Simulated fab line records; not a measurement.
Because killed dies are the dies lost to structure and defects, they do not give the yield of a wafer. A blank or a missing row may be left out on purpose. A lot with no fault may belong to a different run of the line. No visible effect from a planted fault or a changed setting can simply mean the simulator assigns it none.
A struck lot beside a sound one :: flow ritCmos :: 32 steps out of a route of 202
Sound: the wafers L608.1, L608.5, L608.6. Struck: wafers L611.3, L611.5, L611.6. The cause comes at the end.
For every step that has rows: the tool of each side, followed by ch and its chambers, followed by its first start. Under that, the readings that differ: sound wafers :: struck wafers :: difference of the means :: sigmas: that difference in standard deviations of wafers without a fault.
alike: words and numbers the same on both sides, and readings whose means are apart by under 2 such deviations; not compared: readings that were withheld, readings missing a value for some wafer, numbers with overlapping values and no deviation given by the record, and bounds like >300 which may hide the same value.
Wherever a step has rows on one side only, a row that says differs or no value, or a row with sigmas, the two part there. When numbers do not overlap yet have no deviation, they are printed without sigmas and do not part them. A reading that every wafer of one side lacks parts them only if that side has two wafers or more.

RIT_NRETRO_TW_MEAS_10:
  sound on filmMetro-04, day 3 02:46; struck on filmMetro-03, day 3 16:19
  alike: NRETRO_TW
then, 6 steps without rows for these wafers: RIT_PRETRO_HMDS_00 (prime time 60 s); RIT_PRETRO_COAT_01 (resist thk 1300 nm); RIT_PRETRO_SOFTBAKE_02 (time 60 s); RIT_PRETRO_EXPOSE_03 (exposes mask M5, target cd 43700 nm); RIT_PRETRO_PEB_04; RIT_PRETRO_DEVELOP_05 (develop time 68 s).
RIT_PRETRO_OVL_MEAS_06:
  sound on overlay-01, day 3 03:53; struck on overlay-02, day 3 17:26
  alike: PRETRO_OVL
then, 2 steps without rows for these wafers: RIT_PRETRO_HARDBAKE_07 (time 120 s); RIT_PRETRO_IMPLANT_08.
RIT_PRETRO_STRIP_09: strips in O2, time 180 s.
  sound on plasmaAsher-04 ch 0,1, day 3 04:35; struck on plasmaAsher-02 ch 0,1, day 3 18:01
  alike: chamberPressureMTorr, drypumpMotorCurrentA, rfReflPowerW
  not compared: rfHoursCounterH
RIT_PRETRO_TW_MEAS_10:
  sound on filmMetro-02, day 3 04:45; struck on filmMetro-01, day 3 18:09
  alike: PRETRO_TW
RIT_GATE_WET_ETCH_00: etches SiO2 in BOE, target depth 56 nm, time 60 s.
  sound on wetBench-02 ch 0, day 3 04:49; struck on wetBench-02 ch 1, day 3 18:11
reading: runLengthS (s)
sound: 92 92 92
struck: 65 65 65
difference: -27
sigmas: -8

reading: model.SiO2_of_FOX2_OXIDATION_00.thkNm (nm)
sound: 261.8 262.8 263.4
struck: 301.2 302.1 303.2
difference: +39.5
sigmas: 
then, 4 steps without rows for these wafers: RIT_GATE_CLEAN_01 (cleans in SC1, time 600 s); RIT_GATE_CLEAN_02 (cleans in dHF, time 30 s); RIT_GATE_CLEAN_03 (cleans in SC2, time 600 s); RIT_GATE_CLEAN_04 (cleans in dHF, time 60 s).
RIT_FOX2_THK_MEAS_91:
  sound on filmMetro-02, day 3 05:16; struck on filmMetro-01, day 3 18:38
reading: FIELD_OXIDE_LEFT_2_THK (nm)
sound: 250 251 251
struck: 289 290 291
difference: +39
sigmas: +6
then, 9 steps without rows for these wafers: RIT_GATE_OXIDATION_05 (target thk 3 nm, ox time 270 s); RIT_GATE_ANNEAL_06 (time 600 s); RIT_GATE_CVD_08 (deposits poly-Si from SiH4, target thk 250 nm, time 2220 s); RIT_GATE_HMDS_10 (prime time 60 s); RIT_GATE_COAT_11 (resist thk 850 nm); RIT_GATE_SOFTBAKE_12 (time 60 s); RIT_GATE_EXPOSE_13 (exposes mask M6, target cd 150 nm); RIT_GATE_PEB_14; RIT_GATE_DEVELOP_15 (develop time 50 s).
RIT_GATE_CD_MEAS_16 targets a cd of 150 nm.
  sound on cdSem-01, day 3 09:46; struck on cdSem-02, day 3 23:08
  alike: cdNm
RIT_GATE_OVL_MEAS_17:
  sound on overlay-02, day 3 09:53; struck on overlay-01, day 3 23:13
  alike: GATE_OVL
then, 1 step without rows for these wafers: RIT_GATE_HARDBAKE_18 (time 60 s).
RIT_GATE_ETCH_19: etches poly-Si in SF6/CHF3/O2, stops on SiO2, time 165 s, target depth 312.5 nm.
  sound on rieSi-02 ch 1,2, day 3 10:05; struck on rieSi-01 ch 0,1, day 3 23:24
reading: model.SiO2_of_FOX2_OXIDATION_00.thkNm (nm)
sound: 239.1 240.1 240.6
struck: 278.7 279.5 280.8
difference: +39.7
sigmas: 
  alike: O2_flow_sccm, chamberPressureMTorr, drypumpMotorCurrentA, oesProductAu, rfFwdPowerW, runLengthS, throttleValvePct
  not compared: rfHoursCounterH
RIT_GATE_STRIP_20: strips in O2, time 180 s.
  sound on plasmaAsher-01 ch 0,1, day 3 10:11; struck on plasmaAsher-01 ch 0,1, day 3 23:34
  alike: chamberPressureMTorr, drypumpMotorCurrentA, rfReflPowerW
  not compared: rfHoursCounterH

WHERE THEY PART
First at RIT_GATE_WET_ETCH_00; last, within this record, at RIT_FOX2_THK_MEAS_91. Later steps at which nothing parts them and some readings are alike: RIT_GATE_CD_MEAS_16, RIT_GATE_OVL_MEAS_17, RIT_GATE_ETCH_19, RIT_GATE_STRIP_20.

WHY: whatever the simulator had introduced
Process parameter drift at RIT_GATE_WET_ETCH_00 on wetBench-02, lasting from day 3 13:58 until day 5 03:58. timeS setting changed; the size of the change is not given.
